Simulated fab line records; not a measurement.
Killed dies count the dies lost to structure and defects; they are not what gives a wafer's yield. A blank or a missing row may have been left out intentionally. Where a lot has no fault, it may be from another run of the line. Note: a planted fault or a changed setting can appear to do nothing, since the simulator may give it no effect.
Which tool is to blame? || flow berkeley_cmos170 || 42 wafers from 14 lots sampled at 6 of the route's 331 steps

WHAT EACH GAUGE READ, for each wafer
UCB170_GATE_OVL_MEAS_13.
{"lot": "L498", "measured": "day 5 23:02", "on": "overlay-01", "GATE_OVL (nm)": "-1 -10 -11"}
{"lot": "L500", "measured": "day 6 13:22", "on": "overlay-02", "GATE_OVL (nm)": "-5 -11 -7"}
{"lot": "L501", "measured": "day 6 13:30", "on": "overlay-01", "GATE_OVL (nm)": "8 7 7"}
{"lot": "L503", "measured": "day 7 03:28", "on": "overlay-02", "GATE_OVL (nm)": "1 2 11"}
{"lot": "L502", "measured": "day 7 03:40", "on": "overlay-01", "GATE_OVL (nm)": "-9 -8 0"}
{"lot": "L504", "measured": "day 7 20:04", "on": "overlay-01", "GATE_OVL (nm)": "0 9 -3"}
{"lot": "L505", "measured": "day 7 20:16", "on": "overlay-01", "GATE_OVL (nm)": "-6 3 -11"}
{"lot": "L507", "measured": "day 7 20:31", "on": "overlay-02", "GATE_OVL (nm)": "3 -3 -9"}
{"lot": "L506", "measured": "day 7 20:46", "on": "overlay-02", "GATE_OVL (nm)": "-12 -7 -21"}
{"lot": "L511", "measured": "day 8 23:08", "on": "overlay-02", "GATE_OVL (nm)": "-7 2 -6"}
{"lot": "L513", "measured": "day 9 13:56", "on": "overlay-02", "GATE_OVL (nm)": "7 9 -3"}
{"lot": "L517", "measured": "day 9 17:30", "on": "overlay-01", "GATE_OVL (nm)": "2 -9 -2"}
{"lot": "L516", "measured": "day 9 17:37", "on": "overlay-02", "GATE_OVL (nm)": "1 5 -5"}
{"lot": "L520", "measured": "day 10 09:53", "on": "overlay-01", "GATE_OVL (nm)": "2 -5 -3"}

UCB170_PLDD_TW_MEAS_11.
{"lot": "L498", "measured": "day 6 02:12", "on": "film_metro-01", "PLDD_TW": "995 997 996"}
{"lot": "L500", "measured": "day 6 17:04", "on": "film_metro-01", "PLDD_TW": "990 998 1002"}
{"lot": "L501", "measured": "day 6 17:11", "on": "film_metro-03", "PLDD_TW": "1024 1026 1019"}
{"lot": "L503", "measured": "day 7 06:19", "on": "film_metro-02", "PLDD_TW": "1012 1011 1010"}
{"lot": "L502", "measured": "day 7 06:04", "on": "film_metro-01", "PLDD_TW": "999 995 998"}
{"lot": "L504", "measured": "day 7 22:06", "on": "film_metro-02", "PLDD_TW": "1012 1013 1011"}
{"lot": "L505", "measured": "day 7 22:32", "on": "film_metro-03", "PLDD_TW": "1020 1020 1019"}
{"lot": "L507", "measured": "day 7 22:44", "on": "film_metro-01", "PLDD_TW": "999 997 996"}
{"lot": "L506", "measured": "day 7 23:08", "on": "film_metro-03", "PLDD_TW": "1019 1023 1028"}
{"lot": "L511", "measured": "day 9 01:31", "on": "film_metro-01", "PLDD_TW": "995 993 990"}
{"lot": "L513", "measured": "day 9 19:36", "on": "film_metro-02", "PLDD_TW": "1015 1007 1014"}
{"lot": "L517", "measured": "day 9 20:07", "on": "film_metro-03", "PLDD_TW": "1027 1028 1023"}
{"lot": "L516", "measured": "day 9 20:14", "on": "film_metro-01", "PLDD_TW": "995 995 993"}
{"lot": "L520", "measured": "day 10 12:05", "on": "film_metro-01", "PLDD_TW": "1006 1007 1008"}

UCB170_SDANNEAL_RS_MEAS_03: measurement is done with a four-point probe.
{"lot": "L498", "measured": "day 6 15:14", "on": "film_metro-03", "NSD_RS (ohm/sq)": "37.29 37.19 37.20"}
{"lot": "L500", "measured": "day 7 07:45", "on": "film_metro-02", "NSD_RS (ohm/sq)": "37.05 37.10 37.16"}
{"lot": "L501", "measured": "day 7 07:35", "on": "film_metro-03", "NSD_RS (ohm/sq)": "37.32 37.34 37.32"}
{"lot": "L503", "measured": "day 7 19:09", "on": "film_metro-03", "NSD_RS (ohm/sq)": "37.29 37.18 37.31"}
{"lot": "L502", "measured": "day 7 19:05", "on": "film_metro-01", "NSD_RS (ohm/sq)": "37.16 37.18 37.14"}
{"lot": "L504", "measured": "day 8 09:10", "on": "film_metro-03", "NSD_RS (ohm/sq)": "37.14 37.24 37.33"}
{"lot": "L505", "measured": "day 8 09:46", "on": "film_metro-02", "NSD_RS (ohm/sq)": "37.21 37.22 37.27"}
{"lot": "L507", "measured": "day 8 09:48", "on": "film_metro-03", "NSD_RS (ohm/sq)": "37.30 37.24 37.19"}
{"lot": "L506", "measured": "day 8 10:24", "on": "film_metro-02", "NSD_RS (ohm/sq)": "37.37 37.35 37.20"}
{"lot": "L511", "measured": "day 9 21:58", "on": "film_metro-03", "NSD_RS (ohm/sq)": "37.41 37.47 37.37"}
{"lot": "L513", "measured": "day 10 10:07", "on": "film_metro-01", "NSD_RS (ohm/sq)": "37.16 37.27 37.20"}
{"lot": "L517", "measured": "day 10 11:14", "on": "film_metro-03", "NSD_RS (ohm/sq)": "38.46 38.51 38.52"}
{"lot": "L516", "measured": "day 10 10:25", "on": "film_metro-03", "NSD_RS (ohm/sq)": "37.29 37.31 37.38"}
{"lot": "L520", "measured": "day 11 00:23", "on": "film_metro-02", "NSD_RS (ohm/sq)": "38.36 38.40 38.44"}

UCB170_SILICIDE_RS_MEAS_02: measurement is done with a four-point probe.
{"lot": "L498", "measured": "day 6 15:42", "on": "film_metro-03", "SILICIDE_TI_RS (ohm/sq)": "25.7 26.0 25.5"}
{"lot": "L500", "measured": "day 7 08:12", "on": "film_metro-01", "SILICIDE_TI_RS (ohm/sq)": "26.1 26.3 25.6"}
{"lot": "L501", "measured": "day 7 08:03", "on": "film_metro-04", "SILICIDE_TI_RS (ohm/sq)": "26.6 25.9 26.7"}
{"lot": "L503", "measured": "day 7 19:37", "on": "film_metro-01", "SILICIDE_TI_RS (ohm/sq)": "25.4 25.8 25.5"}
{"lot": "L502", "measured": "day 7 19:32", "on": "film_metro-04", "SILICIDE_TI_RS (ohm/sq)": "26.4 26.2 26.3"}
{"lot": "L504", "measured": "day 8 09:37", "on": "film_metro-01", "SILICIDE_TI_RS (ohm/sq)": "26.3 26.2 26.2"}
{"lot": "L505", "measured": "day 8 10:13", "on": "film_metro-04", "SILICIDE_TI_RS (ohm/sq)": "27.1 26.4 26.9"}
{"lot": "L507", "measured": "day 8 10:16", "on": "film_metro-01", "SILICIDE_TI_RS (ohm/sq)": "25.7 25.9 26.0"}
{"lot": "L506", "measured": "day 8 10:52", "on": "film_metro-04", "SILICIDE_TI_RS (ohm/sq)": "25.8 26.2 25.8"}
{"lot": "L511", "measured": "day 9 22:25", "on": "film_metro-04", "SILICIDE_TI_RS (ohm/sq)": "26.1 26.8 26.0"}
{"lot": "L513", "measured": "day 10 10:34", "on": "film_metro-01", "SILICIDE_TI_RS (ohm/sq)": "26.1 26.1 26.0"}
{"lot": "L517", "measured": "day 10 11:42", "on": "film_metro-04", "SILICIDE_TI_RS (ohm/sq)": "26.3 25.8 26.3"}
{"lot": "L516", "measured": "day 10 10:53", "on": "film_metro-04", "SILICIDE_TI_RS (ohm/sq)": "25.6 25.8 25.6"}
{"lot": "L520", "measured": "day 11 00:51", "on": "film_metro-01", "SILICIDE_TI_RS (ohm/sq)": "26.2 25.8 25.9"}

WHICH TOOL RAN EACH LOT (tool, then ch and the chambers of the sampled wafers, then the start)
{"lot": "L498", "UCB170_NSD_IMPLANT_08": "implanter-02 ch 0, day 6 11:56", "UCB170_NSD_STRIP_09": "plasma_asher-02 ch 0,1, day 6 12:05"}
{"lot": "L500", "UCB170_NSD_IMPLANT_08": "implanter-02 ch 0, day 7 04:13", "UCB170_NSD_STRIP_09": "plasma_asher-01 ch 0,1, day 7 04:22"}
{"lot": "L501", "UCB170_NSD_IMPLANT_08": "implanter-02 ch 0, day 7 04:27", "UCB170_NSD_STRIP_09": "plasma_asher-04 ch 0,1, day 7 04:34"}
{"lot": "L503", "UCB170_NSD_IMPLANT_08": "implanter-01 ch 0, day 7 17:38", "UCB170_NSD_STRIP_09": "plasma_asher-02 ch 0,1, day 7 17:47"}
{"lot": "L502", "UCB170_NSD_IMPLANT_08": "implanter-02 ch 0, day 7 17:21", "UCB170_NSD_STRIP_09": "plasma_asher-04 ch 0,1, day 7 17:30"}
{"lot": "L504", "UCB170_NSD_IMPLANT_08": "implanter-02 ch 0, day 8 07:31", "UCB170_NSD_STRIP_09": "plasma_asher-04 ch 0,1, day 8 07:40"}
{"lot": "L505", "UCB170_NSD_IMPLANT_08": "implanter-02 ch 0, day 8 08:19", "UCB170_NSD_STRIP_09": "plasma_asher-01 ch 0,1, day 8 08:26"}
{"lot": "L507", "UCB170_NSD_IMPLANT_08": "implanter-01 ch 0, day 8 08:10", "UCB170_NSD_STRIP_09": "plasma_asher-04 ch 0,1, day 8 08:19"}
{"lot": "L506", "UCB170_NSD_IMPLANT_08": "implanter-03 ch 0, day 8 08:46", "UCB170_NSD_STRIP_09": "plasma_asher-01 ch 0,1, day 8 08:55"}
{"lot": "L511", "UCB170_NSD_IMPLANT_08": "implanter-03 ch 0, day 9 18:51", "UCB170_NSD_STRIP_09": "plasma_asher-04 ch 0,1, day 9 18:59"}
{"lot": "L513", "UCB170_NSD_IMPLANT_08": "implanter-01 ch 0, day 10 07:46", "UCB170_NSD_STRIP_09": "plasma_asher-04 ch 0,1, day 10 07:53"}
{"lot": "L517", "UCB170_NSD_IMPLANT_08": "implanter-02 ch 0, day 10 08:29", "UCB170_NSD_STRIP_09": "plasma_asher-04 ch 0,1, day 10 08:37"}
{"lot": "L516", "UCB170_NSD_IMPLANT_08": "implanter-01 ch 0, day 10 08:02", "UCB170_NSD_STRIP_09": "plasma_asher-02 ch 0,1, day 10 08:10"}
{"lot": "L520", "UCB170_NSD_IMPLANT_08": "implanter-02 ch 0, day 10 22:55", "UCB170_NSD_STRIP_09": "plasma_asher-01 ch 0,1, day 10 23:03"}
- UCB170_NSD_IMPLANT_08
- UCB170_NSD_STRIP_09: strips in O2.

AS READ BY THE TOOLS THEMSELVES (means over the sampled wafers that have a number; for cases with no such wafer, the mark the record gives instead)
UCB170_NSD_IMPLANT_08.
{"lot": "L498", "tool": "implanter-02", "beam_energy_keV": 39.999}
{"lot": "L500", "tool": "implanter-02", "beam_energy_keV": 39.984}
{"lot": "L501", "tool": "implanter-02", "beam_energy_keV": 39.996}
{"lot": "L503", "tool": "implanter-01", "beam_energy_keV": 40.006}
{"lot": "L502", "tool": "implanter-02", "beam_energy_keV": 39.989}
{"lot": "L504", "tool": "implanter-02", "beam_energy_keV": 40.003}
{"lot": "L505", "tool": "implanter-02", "beam_energy_keV": 40.021}
{"lot": "L507", "tool": "implanter-01", "beam_energy_keV": 39.993}
{"lot": "L506", "tool": "implanter-03", "beam_energy_keV": 39.987}
{"lot": "L511", "tool": "implanter-03", "beam_energy_keV": 39.993}
{"lot": "L513", "tool": "implanter-01", "beam_energy_keV": 40.004}
{"lot": "L517", "tool": "implanter-02", "beam_energy_keV": 36.260}
{"lot": "L516", "tool": "implanter-01", "beam_energy_keV": 39.991}
{"lot": "L520", "tool": "implanter-02", "beam_energy_keV": 36.250}

UCB170_NSD_STRIP_09.
{"lot": "L498", "tool": "plasma_asher-02", "drypump_motor_current_A (A)": 6.0, "oes_product_au (a.u.)": 0.532, "strip_time_to_endpoint_s (s)": 35.83}
{"lot": "L500", "tool": "plasma_asher-01", "drypump_motor_current_A (A)": 5.3, "oes_product_au (a.u.)": 0.535, "strip_time_to_endpoint_s (s)": 36.00}
{"lot": "L501", "tool": "plasma_asher-04", "drypump_motor_current_A (A)": 5.4, "oes_product_au (a.u.)": 0.538, "strip_time_to_endpoint_s (s)": 35.90}
{"lot": "L503", "tool": "plasma_asher-02", "drypump_motor_current_A (A)": 6.0, "oes_product_au (a.u.)": 0.530, "strip_time_to_endpoint_s (s)": 35.76}
{"lot": "L502", "tool": "plasma_asher-04", "drypump_motor_current_A (A)": 5.4, "oes_product_au (a.u.)": 0.535, "strip_time_to_endpoint_s (s)": 35.92}
{"lot": "L504", "tool": "plasma_asher-04", "drypump_motor_current_A (A)": 5.4, "oes_product_au (a.u.)": 0.529, "strip_time_to_endpoint_s (s)": 35.88}
{"lot": "L505", "tool": "plasma_asher-01", "drypump_motor_current_A (A)": 5.5, "oes_product_au (a.u.)": 0.529, "strip_time_to_endpoint_s (s)": 35.88}
{"lot": "L507", "tool": "plasma_asher-04", "drypump_motor_current_A (A)": 5.4, "oes_product_au (a.u.)": 0.533, "strip_time_to_endpoint_s (s)": 35.92}
{"lot": "L506", "tool": "plasma_asher-01", "drypump_motor_current_A (A)": 5.3, "oes_product_au (a.u.)": 0.533, "strip_time_to_endpoint_s (s)": 35.81}
{"lot": "L511", "tool": "plasma_asher-04", "drypump_motor_current_A (A)": 5.4, "oes_product_au (a.u.)": 0.535, "strip_time_to_endpoint_s (s)": 35.78}
{"lot": "L513", "tool": "plasma_asher-04", "drypump_motor_current_A (A)": 5.4, "oes_product_au (a.u.)": 0.536, "strip_time_to_endpoint_s (s)": 35.78}
{"lot": "L517", "tool": "plasma_asher-04", "drypump_motor_current_A (A)": 5.4, "oes_product_au (a.u.)": 0.545, "strip_time_to_endpoint_s (s)": 34.46}
{"lot": "L516", "tool": "plasma_asher-02", "drypump_motor_current_A (A)": 5.9, "oes_product_au (a.u.)": 0.536, "strip_time_to_endpoint_s (s)": 35.87}
{"lot": "L520", "tool": "plasma_asher-01", "drypump_motor_current_A (A)": 5.3, "oes_product_au (a.u.)": 0.551, "strip_time_to_endpoint_s (s)": 34.52}

THE ANSWER, worked out from the rows above alone
Rule: what is usual is taken from the lots themselves. The widest of any qualifying gaps counts: lots, ordered by their means at a reading, are off when they make up no more than a third of the lots, leave a main group of 4 or more, and stand apart from it by 3 or more times the standard deviation of that group's means. If all means in a main group match to the digits the tables above print for the reading, that group is not used. Also off: a lot with no number at a reading for which 4 or more lots have one. The other lots that the step has rows for count as sound. First the gauges in route order, then the tools' own readings, where a lot's mean is used as printed above. At the first step where some lot is off, the reading lying furthest off is the one used; lots without a number count as furthest.
Off: L517, L520, seen at UCB170_SDANNEAL_RS_MEAS_03 (NSD_RS). Mean 37.25 ohm/sq and standard deviation 0.079 in the main group.
A tool fits if, at a process step before that reading, it ran every lot that is off, and no sound lot after the first of them. Not tried: the gauges at UCB170_SDANNEAL_RS_MEAS_03; whatever is off there is also off at UCB170_NSD_IMPLANT_08, on other tools, and gauge error can't account for it. One candidate fits, namely implanter-02 at UCB170_NSD_IMPLANT_08. A fault onset in the window from L505 (day 8 08:19, its last sound lot) to L517 (day 10 08:29, its first lot off) fits.
On the lots that are off, the tool's own readings at UCB170_NSD_IMPLANT_08 differ by more than 5 times the standard deviation of the sound lots' means, which bears it out; beam_energy_keV reads 36.255 there versus 39.997 on the sound lots.

WHAT THE SIMULATOR HAD INSERTED
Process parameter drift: implanter-02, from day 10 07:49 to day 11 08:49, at UCB170_NSD_IMPLANT_08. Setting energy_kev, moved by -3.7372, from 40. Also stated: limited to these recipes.
Shown lots that were struck: L517, L520. Same finding as the rule above.
